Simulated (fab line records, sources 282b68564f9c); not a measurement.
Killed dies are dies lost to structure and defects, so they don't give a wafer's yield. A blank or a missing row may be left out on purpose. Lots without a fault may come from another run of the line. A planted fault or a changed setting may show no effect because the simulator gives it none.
Split-lot experiment | flow rit_cmos | 5 lots, 23 wafers read, on a route of 202 steps

THE SPLIT
At RIT_REOX_OXIDATION_03 (target thk 25.2 nm, ox time 5580 s), the setting ox_time_s was moved away from the recipe's 5580 s on 15 of the 23 wafers read, by -13.8% to +13.6%. The other wafers ran this setting at the recipe's value.

The file shows no step between the split and the reading.

THE READING
REOX_OXIDE_THK, in nm, at RIT_REOX_THK_MEAS_04. Fault-free wafers of this fab line usually give 25.29 nm, standard deviation 0.27 nm.

wafer  | tool, chamber at the split | ox_time_s as run, s | against the recipe | REOX_OXIDE_THK, nm | against lot-mates on the recipe
L074.2 | -, -                       | 6340                | +13.6%             | 27.77              | no lot-mate on the recipe
L074.3 | -, -                       | 6340                | +13.6%             | 27.76              | no lot-mate on the recipe
L074.4 | -, -                       | 6340                | +13.6%             | 27.23              | no lot-mate on the recipe
L074.5 | -, -                       | 6340                | +13.6%             | 27.62              | no lot-mate on the recipe
L074.6 | -, -                       | 6340                | +13.6%             | 27.35              | no lot-mate on the recipe
L075.1 | -, -                       | 5580                | recipe             | 25.41              | -
L075.2 | -, -                       | 5580                | recipe             | 25.14              | -
L075.3 | -, -                       | 5580                | recipe             | 25.33              | -
L075.4 | -, -                       | 5580                | recipe             | 24.91              | -
L075.6 | -, -                       | 5580                | recipe             | 25.46              | -
L081.1 | furnace-02, 0              | 5580                | recipe             | 25.21              | -
L081.2 | furnace-02, 0              | 5580                | recipe             | 25.50              | -
L081.6 | furnace-02, 0              | 5580                | recipe             | 25.30              | -
L082.1 | -, -                       | 5109                | -8.4%              | 23.54              | no lot-mate on the recipe
L082.2 | -, -                       | 5109                | -8.4%              | 23.76              | no lot-mate on the recipe
L082.3 | -, -                       | 5109                | -8.4%              | 23.93              | no lot-mate on the recipe
L082.4 | -, -                       | 5109                | -8.4%              | 23.50              | no lot-mate on the recipe
L082.6 | -, -                       | 5109                | -8.4%              | 23.57              | no lot-mate on the recipe
L084.1 | -, -                       | 4808                | -13.8%             | 23.01              | no lot-mate on the recipe
L084.2 | -, -                       | 4808                | -13.8%             | 22.97              | no lot-mate on the recipe
L084.4 | -, -                       | 4808                | -13.8%             | 22.69              | no lot-mate on the recipe
L084.5 | -, -                       | 4808                | -13.8%             | 23.38              | no lot-mate on the recipe
L084.6 | -, -                       | 4808                | -13.8%             | 22.81              | no lot-mate on the recipe

THE FIT
A straight line over all 23 wafers: REOX_OXIDE_THK changes by +0.17 nm for each +1% of ox_time_s; r = +0.99; the points scatter about the line by 0.22 nm.
Too few moved wafers have a lot-mate on the recipe to fit a line with each lot's own level taken away.

THE WHOLE CHAIN: every reading that the file lists as answering this split, in the file's order
step                  | what it does                       | reading                                                                           | change (the file's fit)               | r (the file's)
RIT_REOX_OXIDATION_03 | target thk 25.2 nm, ox time 5580 s | SiO2_of_REOX_OXIDATION_03.thk_nm (the simulator's own value, which no gauge read) | +0.171 nm for each +1% of the setting | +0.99
RIT_REOX_THK_MEAS_04  |                                    | REOX_OXIDE_THK                                                                    | +0.17 for each +1% of the setting     | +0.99
RIT_SPACER_CLEAN_00   | cleans in SC1, time 600 s          | SiO2_of_REOX_OXIDATION_03.thk_nm (the simulator's own value, which no gauge read) | +0.158 nm for each +1% of the setting | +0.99

THE FILE'S OWN FIT
REOX_OXIDE_THK changes by +0.17 nm for each +1% of ox_time_s, r = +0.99.
